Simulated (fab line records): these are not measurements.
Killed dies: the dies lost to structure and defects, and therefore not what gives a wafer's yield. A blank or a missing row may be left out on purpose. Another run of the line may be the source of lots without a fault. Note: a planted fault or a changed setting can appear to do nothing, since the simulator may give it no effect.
Shared-tool check    flow rit_cmos    Sample size 15 lots and 45 wafers

## REASON IT WAS OPENED
At RIT_PSD_TW_MEAS_10 the reading PSD_TW is flagged on 3 of 15 lots. Wafers without a fault read 3402, standard deviation 20.
Rule: a lot is flagged in two cases, either no wafer of it has a number, or all its wafers with numbers fall more than 4 standard deviations from that mean. All remaining lots are regarded as sound.

lot   measured     on             PSD_TW, wafer by wafer  flag
L999  day 3 02:19  film_metro-04  3413 3392 3410          
L100  day 3 05:14  film_metro-03  3381 3394 3383          
L102  day 3 16:34  film_metro-04  3427 3410 3406          
L103  day 3 23:03  film_metro-03  3403 3414 3420          
L106  day 4 12:30  film_metro-03  3428 3449 3431          
L107  day 4 16:31  film_metro-03  3428 3419 3413          
L109  day 5 02:43  film_metro-04  3400 3407 3377          
L113  day 5 23:25  film_metro-04  3588 3607 3590          FLAGGED
L114  day 6 03:34  film_metro-04  3561 3599 3590          FLAGGED
L115  day 6 08:41  film_metro-04  3567 3576 3583          FLAGGED
L118  day 7 00:09  film_metro-04  3373 3379 3393          
L119  day 7 07:21  film_metro-04  3395 3422 3392          
L120  day 7 11:52  film_metro-04  3402 3373 3391          
L121  day 7 16:54  film_metro-03  3432 3442 3441          
L122  day 8 01:29  film_metro-04  3410 3391 3416          
The numbers of the flagged lots are 3585 on average: +183 against the usual, or +9 standard deviations.

## WHICH TOOL RAN EACH LOT
The record holds 1 process step before the reading, out of a route of 202 steps. In each cell: the tool, then ch and the chambers that the sampled wafers went through, then the start.
lot   flag     RIT_NSD_COAT_01
L999           litho_track-03 ch 0, day 2 23:26
L100           litho_track-01 ch 0, day 3 02:30
L102           litho_track-03 ch 0, day 3 13:41
L103           litho_track-02 ch 0, day 3 20:08
L106           litho_track-02 ch 0, day 4 09:44
L107           litho_track-03 ch 0, day 4 13:46
L109           litho_track-02 ch 0, day 4 23:58
L113  FLAGGED  litho_track-01, day 5 20:49
L114  FLAGGED  litho_track-03, day 6 00:38
L115  FLAGGED  litho_track-01, day 6 06:02
L118           litho_track-01 ch 0, day 6 21:28
L119           litho_track-03 ch 0, day 7 04:31
L120           litho_track-03 ch 0, day 7 09:03
L121           litho_track-02 ch 0, day 7 14:09
L122           litho_track-01 ch 0, day 7 22:38
What is done by these steps:
- RIT_NSD_COAT_01: resist thk 1000 nm.
- RIT_PSD_TW_MEAS_10

## FLAGGED OVER TOTAL, TOOL BY TOOL (the gauges that took the reading come last)
step                tool            lots run  flagged  share of the flagged lots  sound lots run after its first flagged lot
RIT_NSD_COAT_01     litho_track-01  5         2        some                       2 (L118,L122)
RIT_NSD_COAT_01     litho_track-02  4         0        none                       -
RIT_NSD_COAT_01     litho_track-03  6         1        some                       2 (L119,L120)
RIT_PSD_TW_MEAS_10  film_metro-03   5         0        none                       -
RIT_PSD_TW_MEAS_10  film_metro-04   10        3        all                        4 (L118,L119,L120,L122)

## THE TABLE: WHAT IT ALLOWS
Rows of the table that ran each flagged lot: 1, that is film_metro-04 at RIT_PSD_TW_MEAS_10.
- film_metro-04 at RIT_PSD_TW_MEAS_10 ran 10 lots, 3 of them flagged. Lots that were sound ran on it after the first flagged one (L118, L119, L120, L122); a persistent fault on the entire tool would not allow that.
Every row of the table either missed a flagged lot or ran a sound lot after the first.

## WHAT THE SIMULATOR HAD PUT IN
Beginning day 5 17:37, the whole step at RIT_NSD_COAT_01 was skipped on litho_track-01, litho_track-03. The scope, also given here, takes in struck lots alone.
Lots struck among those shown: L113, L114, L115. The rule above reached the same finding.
